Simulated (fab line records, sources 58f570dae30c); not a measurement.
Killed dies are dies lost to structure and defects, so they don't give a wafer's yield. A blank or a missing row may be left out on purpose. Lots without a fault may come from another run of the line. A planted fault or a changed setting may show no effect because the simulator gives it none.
Problem report in the 8D (eight disciplines) form, filled by code | flow berkeley_cmos170 | the parts of the form that need people (team, actions taken, sign-off) are left out

1. THE PROBLEM
SILICIDE_TI_RS at UCB170_SILICIDE_RS_MEAS_02 reads a mean of 44.1 ohm/sq on 1 wafer of 1 lot; wafers without a fault read 26.1 ohm/sq with a standard deviation of 0.49. That is +37 standard deviations from the usual mean.
The step: measures by four-point-probe.
First seen on wafer L771.3, day 11 06:40, on film_metro-04. The record holds 39 wafers of 13 lots with a number at this step. Rule for "out", or "out of limits": more than 4 standard deviations from the usual mean. The other wafers with a number count as sound.

2. WHAT IT IS AND WHAT IT IS NOT
question                    | is                | is not
which readings at this step | SILICIDE_TI_RS    | -
which lots                  | L771              | L756, L757, L759, L760, L762, L763, L764, L766, L768, L774, L776, L778
which wafers of those lots  | L771.3            | L771.1, L771.2
read on which gauges        | film_metro-04     | film_metro-02, film_metro-03
when                        | from day 11 06:40 | up to then (29 sound wafers); but 9 sound wafers of L774, L776, L778 came after

3. SUSPECTS, AND WHAT RULES EACH OUT
Counting: a tool at a process step up to the reading stays a suspect if it ran every lot that is out. Sound lots after the first of them don't rule it out here, since some wafers of a struck lot are sound.
- the gauge at UCB170_SILICIDE_RS_MEAS_02: kept. All the wafers that are out were read on film_metro-04, and no step on other tools shows them out.
- plasma_asher-03 at UCB170_PSD_STRIP_09 (strips in O2): kept. It ran the lot that is out, L771 (day 11 02:28); its last sound lot up to then is L764 (day 9 07:37).
- rtp_anneal-02 at UCB170_SDANNEAL_RTA_00 (time 10 s): kept. It ran the lot that is out, L771 (day 11 05:58); its last sound lot up to then is L768 (day 10 02:16).
- pvd_sputter-03 at UCB170_SILICIDE_SPUTTER_01 (material Ti, target thk 30 nm, time 25 s): kept. It ran the lot that is out, L771 (day 11 06:38); its last sound lot up to then is L762 (day 9 17:58).
Left after counting: plasma_asher-03 at UCB170_PSD_STRIP_09, rtp_anneal-02 at UCB170_SDANNEAL_RTA_00, pvd_sputter-03 at UCB170_SILICIDE_SPUTTER_01, film_metro-04 at UCB170_SILICIDE_RS_MEAS_02.

4. THE CAUSE (what the simulator had put in)
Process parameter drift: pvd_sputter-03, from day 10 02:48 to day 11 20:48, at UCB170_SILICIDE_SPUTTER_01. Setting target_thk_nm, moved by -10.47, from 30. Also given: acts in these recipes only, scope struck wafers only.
Counting left 4 suspects, and this tool is among them.

5. THE CHAIN OF EFFECTS, in route order
Each row: a reading whose mean over the struck wafers that have a number lies more than 3 standard deviations from the usual. Only readings for which the record gives a usual standard deviation are gone through. hours: the time from each lot's start at the first step in this table that gives one to its start at this step, as a median over the lots. sigmas: the change in usual standard deviations.
hours | step                        | reading         | usual       | on struck wafers | change | sigmas
0     | UCB170_SILICIDE_RS_MEAS_02  | SILICIDE_TI_RS  | 26.1 ohm/sq | 44.1             | +18.0  | +37
0     | UCB170_SILICIDE_THK_MEAS_03 | SILICIDE_TI_THK | 29.8 nm     | 19.1             | -10.7  | -21

6. WHAT WOULD HAVE CAUGHT IT SOONER
In this record the first reading out of limits at a measuring or inspecting step was taken at day 11 06:40, 28 hours after the fault began at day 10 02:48.
Of the tool readings at UCB170_SILICIDE_SPUTTER_01 for which the record gives a usual standard deviation, none was out on any struck wafer, so an alarm limit of 4 standard deviations on them would not have fired.
All the lots that are out (1) had begun UCB170_SILICIDE_SPUTTER_01 on pvd_sputter-03 by day 11 06:40. A hold on the tool at that time would have spared none of them.
